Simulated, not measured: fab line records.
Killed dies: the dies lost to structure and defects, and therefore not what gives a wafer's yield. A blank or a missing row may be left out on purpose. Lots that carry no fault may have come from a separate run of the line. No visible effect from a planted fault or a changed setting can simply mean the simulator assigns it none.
The tool behind it: which one? -- flow rit_cmos -- 45 wafers sampled from 15 lots at 1 step of a route of 202

## WHAT THE GAUGES SHOWED, per wafer
No reading from a measuring or inspecting step in the record can be judged against a usual standard deviation.

## TOOL THAT RAN EACH LOT (tool first, then ch and the chambers of the sampled wafers, then the start)
lot,RIT_PRETRO_DEVELOP_05
L443,"litho_track-03 ch 0, day 2 11:00"
L444,"litho_track-02 ch 0, day 2 18:00"
L446,"litho_track-02 ch 0, day 3 03:00"
L449,"litho_track-03 ch 0, day 3 17:00"
L450,"litho_track-03, day 3 22:00"
L451,"litho_track-03, day 4 03:00"
L452,"litho_track-02, day 4 09:00"
L455,"litho_track-03 ch 0, day 5 01:00"
L456,"litho_track-04 ch 0, day 5 04:00"
L457,"litho_track-03 ch 0, day 5 09:00"
L458,"litho_track-03 ch 0, day 5 15:00"
L459,"litho_track-02 ch 0, day 5 22:00"
L460,"litho_track-02 ch 0, day 6 02:00"
L464,"litho_track-03 ch 0, day 6 21:00"
L465,"litho_track-02 ch 0, day 7 02:00"
- RIT_PRETRO_DEVELOP_05: develop time 68 s.

## AS READ BY THE TOOLS THEMSELVES (means over the sampled wafers that have a number; for cases with no such wafer, the mark the record gives instead)
RIT_PRETRO_DEVELOP_05. Usual: chill_plate_temp_C reads 22.99 C (standard deviation 0.11).
lot,tool,chill_plate_temp_C (C),flag
L443,litho_track-03,23.00,
L444,litho_track-02,23.01,
L446,litho_track-02,23.01,
L449,litho_track-03,22.79,
L450,litho_track-03,-,OFF
L451,litho_track-03,-,OFF
L452,litho_track-02,-,OFF
L455,litho_track-03,22.96,
L456,litho_track-04,22.97,
L457,litho_track-03,22.88,
L458,litho_track-03,22.94,
L459,litho_track-02,23.03,
L460,litho_track-02,23.07,
L464,litho_track-03,22.95,
L465,litho_track-02,23.00,

## THE ANSWER, worked out from the rows above alone
Rule: take the mean of a lot's wafers that have a number; if it is more than 3 standard deviations from the usual mean, the lot is off. A lot without any number at a reading at which 4 lots or more have one is off too. The other lots that the step has rows for count as sound. Order of review: gauges by route order, followed by the tools' own readings, for which a lot's mean as printed above is used. The first step at which some lot is off is used, and at that step the reading that is off furthest; a lot without a number counts as furthest.
Off, at RIT_PRETRO_DEVELOP_05 on chill_plate_temp_C: L450, L451, L452. Without a number there: L450, L451, L452.
If a tool, at that step or one of the process steps before it, ran each lot that is off and ran no sound lot following the first of them, it fits. Not one of the candidates tried fits.

## WHAT THE SIMULATOR HAD PUT IN
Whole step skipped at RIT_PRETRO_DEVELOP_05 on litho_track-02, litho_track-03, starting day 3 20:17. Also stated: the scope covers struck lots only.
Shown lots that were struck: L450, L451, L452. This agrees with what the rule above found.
